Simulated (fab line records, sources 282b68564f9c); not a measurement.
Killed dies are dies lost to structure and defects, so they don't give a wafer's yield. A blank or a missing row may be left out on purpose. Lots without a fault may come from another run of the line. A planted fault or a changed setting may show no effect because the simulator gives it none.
Split-lot experiment | flow rit_cmos | 5 lots, 23 wafers read, on a route of 202 steps

THE SPLIT
At RIT_NLDD_COAT_01 (resist thk 1000 nm), the setting spin_rpm was moved away from the recipe's 3250 rpm on 10 of the 23 wafers read, by -3.4% to +7.2%. The other wafers ran this setting at the recipe's value.

FROM THE SPLIT TO THE READING: what the file shows between them, 3 steps
- RIT_NLDD_SOFTBAKE_02: time 60 s
- RIT_NLDD_EXPOSE_03: exposes mask M7, target cd 40700 nm
- RIT_NLDD_DEVELOP_05: develop time 50 s

THE READING
NOVOLAK_of_NLDD_COAT_01.thk_nm (the simulator's own value, which no gauge read), in nm, at RIT_NLDD_HARDBAKE_07 (time 60 s). The file gives no usual value for it. The 13 wafers here that ran the recipe average 883.5 nm, standard deviation 2.4 nm.

wafer  | tool, chamber at the split | spin_rpm as run, rpm | against the recipe | NOVOLAK_of_NLDD_COAT_01.thk_nm, nm | against lot-mates on the recipe
L074.1 | litho_track-03, 0          | 3250                 | recipe             | 881.8                              | -
L074.3 | litho_track-03, 0          | 3250                 | recipe             | 881.8                              | -
L074.2 | litho_track-03, 0          | 3139                 | -3.4%              | 895.5                              | +12.0
L074.5 | litho_track-03, 0          | 3139                 | -3.4%              | 897.6                              | +14.1
L074.6 | litho_track-03, 0          | 3250                 | recipe             | 886.8                              | -
L075.1 | litho_track-02, 0          | 3250                 | recipe             | 883.7                              | -
L075.2 | litho_track-02, 0          | 3250                 | recipe             | 882.6                              | -
L075.3 | litho_track-02, 0          | 3384                 | +4.1%              | 864.2                              | -18.9
L075.5 | litho_track-02, 0          | 3384                 | +4.1%              | 864.5                              | -18.6
L075.6 | litho_track-02, 0          | 3250                 | recipe             | 882.9                              | -
L077.1 | litho_track-03, 0          | 3250                 | recipe             | 884.9                              | -
L077.2 | litho_track-03, 0          | 3484                 | +7.2%              | 855.5                              | -29.8
L077.3 | litho_track-03, 0          | 3250                 | recipe             | 885.7                              | -
L077.4 | litho_track-03, 0          | 3484                 | +7.2%              | 858.1                              | -27.2
L077.5 | litho_track-03, 0          | 3484                 | +7.2%              | 854.3                              | -31.0
L083.1 | litho_track-02, 0          | 3250                 | recipe             | 881.1                              | -
L083.4 | litho_track-02, 0          | 3250                 | recipe             | 880.5                              | -
L083.5 | litho_track-02, 0          | 3250                 | recipe             | 880.2                              | -
L085.1 | litho_track-04, 0          | 3426                 | +5.4%              | 861.4                              | -25.3
L085.2 | litho_track-04, 0          | 3250                 | recipe             | 887.7                              | -
L085.4 | litho_track-04, 0          | 3250                 | recipe             | 885.7                              | -
L085.5 | litho_track-04, 0          | 3426                 | +5.4%              | 862.7                              | -24.0
L085.6 | litho_track-04, 0          | 3426                 | +5.4%              | 863.5                              | -23.2

THE FIT
A straight line over all 23 wafers: NOVOLAK_of_NLDD_COAT_01.thk_nm changes by -3.91 nm for each +1% of spin_rpm; r = -0.99; the points scatter about the line by 2.2 nm.
The same after taking each lot's own level away (the mean of its wafers on the recipe; 23 wafers): -4.18 nm for each +1%; r = -0.99; scatter 1.5 nm.
On that fit, the largest move of spin_rpm shifts the reading by 30 nm.
The lots' own levels span 880.60 to 886.70 nm, that is 2.6 times the standard deviation above.
So the lot-to-lot level changes the slope little: the two slopes agree.
Check: with one of the wafers moved furthest among these (+7.2%) left out of the fit, the line predicts -30.5 nm for it against its lot-mates. It came out at -29.8 nm against them.

OTHER SPLITS ON THESE WAFERS
These wafers also went through other splits before the reading. Each is held against what the fit with the lots' levels taken away leaves over:
other split on the same wafers | wafers away from the commonest value | r with NOVOLAK_of_NLDD_COAT_01.thk_nm (lot level and that fit taken away)
RIT_GATE_OXIDATION_05 temp_c   | 18                                   | +0.02
RIT_GATE_EXPOSE_13 dose_mj     | 10                                   | +0.23
RIT_GATE_STRIP_20 o2_flow_sccm | 10                                   | -0.16

THE WHOLE CHAIN: every reading that the file lists as answering this split, in the file's order
step                 | what it does       | reading                                                                         | change (the file's fit)              | r (the file's)
RIT_NLDD_COAT_01     | resist thk 1000 nm | NOVOLAK_of_NLDD_COAT_01.thk_nm (the simulator's own value, which no gauge read) | -4.83 nm for each +1% of the setting | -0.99
RIT_NLDD_HARDBAKE_07 | time 60 s          | NOVOLAK_of_NLDD_COAT_01.thk_nm (the simulator's own value, which no gauge read) | -4.22 nm for each +1% of the setting | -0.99

THE FILE'S OWN FIT
NOVOLAK_of_NLDD_COAT_01.thk_nm changes by -4.22 nm for each +1% of spin_rpm, r = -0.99.
